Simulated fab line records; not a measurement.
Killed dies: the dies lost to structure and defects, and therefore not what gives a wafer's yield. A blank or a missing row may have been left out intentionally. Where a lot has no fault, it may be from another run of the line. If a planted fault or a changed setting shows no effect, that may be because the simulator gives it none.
Which tool is to blame?    flow rit cmos    Sampling: 14 lots, 42 wafers, 3 of 202 route steps

## WHAT EACH GAUGE READ, for each wafer
RIT_PLDD_TW_MEAS_10.
lot   measured     on             PLDD_TW
L370  day 2 23:27  film metro-02  2316 2329 2319
L371  day 3 00:49  film metro-01  2343 2338 2334
L372  day 3 10:35  film metro-02  2325 2318 2322
L373  day 3 12:12  film metro-01  2349 2343 2355
L379  day 4 16:44  film metro-01  2357 2384 2378
L380  day 4 20:58  film metro-03  2391 2384 2384
L383  day 5 13:49  film metro-01  2438 2416 2420
L384  day 5 19:32  film metro-01  2355 2354 2346
L386  day 6 02:51  film metro-02  2326 2334 2325
L389  day 6 19:15  film metro-01  2340 2329 2343
L390  day 6 22:51  film metro-01  2361 2351 2345
L391  day 7 04:45  film metro-02  2323 2323 2310
L392  day 7 09:35  film metro-01  2342 2333 2343
L393  day 7 14:59  film metro-02  2321 2304 2315

RIT_SDANNEAL_RS_MEAS_06: a four-point-probe measurement.
lot   measured     on             PLDD_RS (ohm/sq)
L370  day 3 05:31  film metro-01  179.3 178.6 178.5
L371  day 3 07:34  film metro-02  179.6 179.7 179.4
L372  day 3 16:55  film metro-02  178.5 178.4 178.7
L373  day 3 18:26  film metro-01  179.3 179.0 179.2
L379  day 4 22:58  film metro-02  179.1 179.5 179.2
L380  day 5 03:13  film metro-02  170.8 170.4 171.3
L383  day 5 20:02  film metro-01  170.3 170.6 170.4
L384  day 6 02:04  film metro-03  179.2 179.0 179.3
L386  day 6 09:10  film metro-01  178.2 178.2 178.0
L389  day 7 02:53  film metro-01  178.9 178.2 178.5
L390  day 7 05:03  film metro-03  178.7 178.4 178.1
L391  day 7 11:04  film metro-03  178.2 178.9 178.7
L392  day 7 16:44  film metro-02  179.3 178.7 178.9
L393  day 7 22:00  film metro-02  178.4 178.5 178.7

## TOOL THAT RAN EACH LOT (tool first, then ch and the chambers of the sampled wafers, then the start)
lot   RIT_PLDD_IMPLANT_08
L370  implanter-02 ch 0, day 2 23:07
L371  implanter-01 ch 0, day 3 00:29
L372  implanter-01 ch 0, day 3 10:17
L373  implanter-04 ch 0, day 3 11:52
L379  implanter-02 ch 0, day 4 16:26
L380  implanter-01 ch 0, day 4 20:39
L383  implanter-01 ch 0, day 5 13:29
L384  implanter-04 ch 0, day 5 19:14
L386  implanter-02 ch 0, day 6 02:32
L389  implanter-04 ch 0, day 6 18:56
L390  implanter-04 ch 0, day 6 22:32
L391  implanter-04 ch 0, day 7 04:26
L392  implanter-02 ch 0, day 7 09:17
L393  implanter-02 ch 0, day 7 14:40
- RIT_PLDD_IMPLANT_08

## AS READ BY THE TOOLS THEMSELVES (means over the sampled wafers that have a number; for cases with no such wafer, the mark the record gives instead)
RIT_PLDD_IMPLANT_08.
lot   tool          beam energy keV  dose ions cm2  end station pressure torr (Torr)  faraday current uA
L370  implanter-02  19.994           9e+14          7.5e-06                           2842
L371  implanter-01  20.000           9e+14          7.0e-06                           2856
L372  implanter-01  20.000           9e+14          7.2e-06                           2806
L373  implanter-04  19.997           9e+14          7.4e-06                           2848
L379  implanter-02  19.991           9e+14          7.2e-06                           2833
L380  implanter-01  19.997           1e+15          7.5e-06                           3108
L383  implanter-01  19.996           1e+15          7.7e-06                           3154
L384  implanter-04  20.000           9e+14          6.9e-06                           2821
L386  implanter-02  20.002           9e+14          7.3e-06                           2821
L389  implanter-04  20.002           9e+14          7.1e-06                           2852
L390  implanter-04  20.002           9e+14          7.7e-06                           2836
L391  implanter-04  20.005           9e+14          7.2e-06                           2842
L392  implanter-02  20.001           9e+14          7.5e-06                           2884
L393  implanter-02  20.000           9e+14          7.3e-06                           2859

## THE ANSWER, worked out from the rows above alone
Rule: the lots themselves supply what counts as usual. The widest of any qualifying gaps counts: lots, ordered by their means at a reading, are off when they make up no more than a third of the lots, leave a main group of 4 or more, and stand apart from it by 3 or more times the standard deviation of that group's means. A main group is skipped when, at the precision printed for the reading in the tables above, its means are all equal. Also off: a lot with no number at a reading for which 4 or more lots have one. All remaining lots with rows at the step are treated as sound. First the gauges in route order, then the tools' own readings, where a lot's mean is used as printed above. At the first step where some lot is off, the reading lying furthest off is the one used; lots without a number count as furthest.
Off: at RIT_SDANNEAL_RS_MEAS_06 (PLDD_RS), L380, L383. The main group: mean 178.8 ohm/sq, standard deviation 0.4.
A tool fits if, at a process step before that reading, it ran every lot that is off, and no sound lot after the first of them. Not tried: the gauges at RIT_SDANNEAL_RS_MEAS_06; whatever is off there is also off at RIT_PLDD_IMPLANT_08, on other tools, and gauge error can't account for it. One candidate fits, namely implanter-01 at RIT_PLDD_IMPLANT_08. A fault onset in the window from L372 (day 3 10:17, its last sound lot) to L380 (day 4 20:39, its first lot off) fits.
The tool's own readings at RIT_PLDD_IMPLANT_08 bear it out: on the lots that are off they differ by more than 5 times the standard deviation of the sound lots' means. dose ions cm2 reads 1e+15 there against 9e+14 on the sound lots; faraday current uA reads 3131 there against 2842 on the sound lots.

## WHAT THE SIMULATOR HAD PUT IN
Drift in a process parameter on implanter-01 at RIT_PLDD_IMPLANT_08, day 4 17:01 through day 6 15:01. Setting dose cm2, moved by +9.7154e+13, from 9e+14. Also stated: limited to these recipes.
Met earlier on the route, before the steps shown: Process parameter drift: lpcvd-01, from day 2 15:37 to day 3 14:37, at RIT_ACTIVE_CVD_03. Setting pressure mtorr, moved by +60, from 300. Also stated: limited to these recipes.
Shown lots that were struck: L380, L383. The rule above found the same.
